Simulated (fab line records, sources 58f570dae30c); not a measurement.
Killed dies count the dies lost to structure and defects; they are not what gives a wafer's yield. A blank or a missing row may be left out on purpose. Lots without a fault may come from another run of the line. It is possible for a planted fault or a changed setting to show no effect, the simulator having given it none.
Comparing a struck lot with a sound one | flow berkeley-cmos170 | 44 out of 331 route steps
Sound: the wafers L980.3, L980.4, L980.5. Struck: wafers L984.2, L984.3, L984.6. The cause comes at the end.
At each step with rows: each side's tool, then ch and its chambers, then its first start. Under that, the readings that differ: sound wafers | struck wafers | difference of the means | sigmas: that difference in standard deviations of wafers without a fault.
alike: a reading whose means differ by less than 2 such deviations, as well as words and numbers matching on both sides. not compared: withheld readings; readings where some wafer has no value; bounds like >300 that might hide an equal value; numbers whose values overlap and for which the record gives no deviation.
A row with sigmas, a row that says differs or no value, or rows on one side alone: a step with any of these is where the two part. Numbers that have no deviation but don't overlap get no sigmas and don't part them. A reading missing from all wafers of one side parts the sides only when that side holds two or more wafers.

UCB170_GATE_STRIP_16: strips in O2.
  sound on plasma-asher-02 ch 0,1, day 6 21:41; struck on plasma-asher-03 ch 0,1, day 7 10:01
  alike: drypump-motor-current-A, oes-product-au
  not compared: rf-hours-counter-h
UCB170_GATE_CD_MEAS_90: target cd 350 nm.
  struck on cd-sem-01, day 7 10:08; sound on cd-sem-01, day 6 21:48
  alike: cd-nm
then, 7 steps without rows for these wafers: UCB170_GATE_CLEAN_17 (cleans in SPM, time 600 s); UCB170_PLDD_HMDS_00 (prime time 60 s); UCB170_PLDD_COAT_01 (resist thk 900 nm); UCB170_PLDD_SOFTBAKE_02 (time 60 s); UCB170_PLDD_EXPOSE_03 (exposes mask PSELECT, target cd 1200 nm); UCB170_PLDD_PEB_04; UCB170_PLDD_DEVELOP_05 (develop time 45 s).
UCB170_PLDD_CD_MEAS_06: target cd 1200 nm.
  struck on cd-sem-02, day 7 11:32; sound on cd-sem-02, day 6 23:45
  reading    | sound                | struck               | difference | sigmas
  cd-nm (nm) | 1199.0 1199.5 1197.6 | 1200.9 1201.7 1201.4 | +2.6       | +2
UCB170_PLDD_OVL_MEAS_07:
  struck on overlay-02, day 7 11:38; sound on overlay-01, day 6 23:50
  alike: PLDD_OVL
following that, these wafers have no rows for 1 step: UCB170_PLDD_IMPLANT_08.
UCB170_PLDD_IMPLANT_09:
  sound on implanter-01 ch 0, day 7 00:06; struck on implanter-01 ch 0, day 7 11:50
  reading                   | sound             | struck            | difference | sigmas
  implant-ion-amu           | 49 49 49          | 11 11 11          | -38        |
  model.implant.rp-nm (nm)  | 10.21 10.21 10.21 | 33.09 33.09 33.09 | +22.88     |
  model.implant.drp-nm (nm) | 6.005 6.005 6.005 | 17.11 17.11 17.11 | +11.11     |
  alike: beam-on-s, end-station-pressure-torr
then, 1 step without rows for these wafers: UCB170_PLDD_STRIP_10 (strips in O2).
UCB170_PLDD_TW_MEAS_11:
  struck on film-metro-03, day 7 12:04; sound on film-metro-03, day 7 00:19
  reading | sound          | struck      | difference | sigmas
  PLDD_TW | 1004 1005 1002 | 871 872 874 | -131       | -30
then, 7 steps without rows for these wafers: UCB170_PLDD_CLEAN_12 (cleans in SPM, time 600 s); UCB170_NLDD_HMDS_00 (prime time 60 s); UCB170_NLDD_COAT_01 (resist thk 900 nm); UCB170_NLDD_SOFTBAKE_02 (time 60 s); UCB170_NLDD_EXPOSE_03 (exposes mask NSELECT, target cd 1200 nm); UCB170_NLDD_PEB_04; UCB170_NLDD_DEVELOP_05 (develop time 45 s).
UCB170_NLDD_CD_MEAS_06: target cd 1200 nm.
  struck on cd-sem-01, day 7 13:11; sound on cd-sem-02, day 7 01:26
  alike: cd-nm
UCB170_NLDD_OVL_MEAS_07:
  struck on overlay-02, day 7 13:17; sound on overlay-01, day 7 01:32
  alike: NLDD_OVL
then, 2 steps without rows for these wafers: UCB170_NLDD_IMPLANT_08; UCB170_NLDD_IMPLANT_09.
UCB170_NLDD_STRIP_10: strips in O2.
  sound on plasma-asher-01 ch 0,1, day 7 01:53; struck on plasma-asher-04 ch 0,1, day 7 13:37
  reading                     | sound       | struck      | difference | sigmas
  drypump-motor-current-A (A) | 5.1 5.0 5.0 | 5.9 5.9 6.6 | +1.1       | +2
  alike: oes-product-au, strip-time-to-endpoint-s
  not compared: rf-hours-counter-h
UCB170_NLDD_TW_MEAS_11:
  struck on film-metro-03, day 7 13:43; sound on film-metro-01, day 7 01:58
  alike: NLDD_TW
then, 1 step without rows for these wafers: UCB170_NLDD_CLEAN_12 (cleans in SPM, time 600 s).
UCB170_SPACER_CVD_00: deposits SiO2 from TEOS/O2, target thk 376 nm, time 47 s.
  sound on pecvd-04 ch 0,2, day 7 05:32; struck on pecvd-03 ch 1,2, day 7 13:58
  reading            | sound       | struck      | difference | sigmas
  heater-power-w (W) | 208 260 224 | 275 347 365 | +98        | +2
UCB170_SPACER_THK_MEAS_01:
  struck on film-metro-01, day 7 14:01; sound on film-metro-03, day 7 05:35
  alike: SPACER_TEOS_THK
then, 1 step without rows for these wafers: UCB170_SPACER_ANNEAL_02 (time 1800 s).
UCB170_SPACER_ETCHBACK_03: etches SiO2 in CHF3/CF4/Ar, stops on Si, target depth 376 nm, time 100 s.
  sound on rie-diel-02 ch 0,2,3, day 7 09:09; struck on rie-diel-03 ch 0,1,2, day 7 18:19
  alike: drypump-motor-current-A, oes-product-au, throttle-valve-pct
  not compared: rf-hours-counter-h
then, 4 steps without rows for these wafers: UCB170_PSD_HMDS_00 (prime time 60 s); UCB170_PSD_COAT_01 (resist thk 900 nm); UCB170_PSD_SOFTBAKE_02 (time 60 s); UCB170_PSD_EXPOSE_03 (exposes mask PSELECT MOD, target cd 1200 nm).
UCB170_PSD_PEB_04:
  sound on litho-track-03 ch 0, day 7 10:13; struck on litho-track-04 ch 0, day 7 19:19
  alike: plate-sensor-t-centre-C, plate-sensor-t-edge-C
then, 1 step without rows for these wafers: UCB170_PSD_DEVELOP_05 (develop time 45 s).
UCB170_PSD_CD_MEAS_06: target cd 1200 nm.
  struck on cd-sem-02, day 7 19:35; sound on cd-sem-02, day 7 10:29
  alike: cd-nm
UCB170_PSD_OVL_MEAS_07:
  struck on overlay-02, day 7 19:41; sound on overlay-02, day 7 10:34
  alike: PSD_OVL
following that, these wafers have no rows for 1 step: UCB170_PSD_IMPLANT_08.
UCB170_SDANNEAL_RS_MEAS_04: measures by four-point-probe.
  struck on film-metro-04, day 8 01:04; sound on film-metro-04, day 7 16:38
  reading          | sound                | struck            | difference | sigmas
  PLDD_RS (ohm/sq) | 1039.0 1040.8 1041.6 | 935.8 934.5 937.6 | -104.5     | -44
following that, these wafers have no rows for 1 step: UCB170_M3_PROBE_99.

== WHERE THEY PART ==
At UCB170_PLDD_CD_MEAS_06 first; at UCB170_SDANNEAL_RS_MEAS_04 last (within this record only).

WHY: the cause the simulator had injected
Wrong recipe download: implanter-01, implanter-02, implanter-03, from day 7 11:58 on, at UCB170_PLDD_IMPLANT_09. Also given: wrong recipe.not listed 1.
